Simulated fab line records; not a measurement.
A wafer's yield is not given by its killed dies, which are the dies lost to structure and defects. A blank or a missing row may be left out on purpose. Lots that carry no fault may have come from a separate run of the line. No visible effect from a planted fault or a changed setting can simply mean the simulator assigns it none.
What tool caused it? | flow rit cmos | route of 202 steps, sampled at 1 step: 6 lots, 18 wafers

WHAT EACH GAUGE READ, for each wafer
RIT_PRETRO_TW_MEAS_10.
lot  | measured    | on            | PRETRO_TW
L450 | day 2 16:41 | film metro-01 | 473.6 471.4 471.6
L452 | day 2 23:06 | film metro-03 | 474.7 470.8 474.1
L455 | day 3 13:16 | film metro-01 | 472.3 470.9 470.7
L458 | day 4 09:39 | film metro-03 | 472.5 475.7 476.4
L467 | day 6 01:34 | film metro-04 | 477.3 475.8 473.8
L469 | day 6 11:20 | film metro-01 | 477.5 476.7 476.2

TOOL THAT RAN EACH LOT (tool first, then ch and the chambers of the sampled wafers, then the start)
No process step before these readings appears in the record.

THE ANSWER, worked out from the rows above alone
Rule: usual is defined by the lots themselves. Put in order of their means at a reading, lots are off if they are a third of the lots or fewer, leave a main group of 4 or more, and stand apart from it by a gap of 3 or more times the standard deviation of the main group's means; of several such gaps the widest counts. A main group whose means are all the same, to the digits that the tables above print for the reading, isn't used. A lot without any number at a reading at which 4 lots or more have one is off too. The other lots that the step has rows for count as sound.
No lot is off on any of the readings shown, so nothing can be concluded from this.

WHAT THE SIMULATOR HAD PUT IN
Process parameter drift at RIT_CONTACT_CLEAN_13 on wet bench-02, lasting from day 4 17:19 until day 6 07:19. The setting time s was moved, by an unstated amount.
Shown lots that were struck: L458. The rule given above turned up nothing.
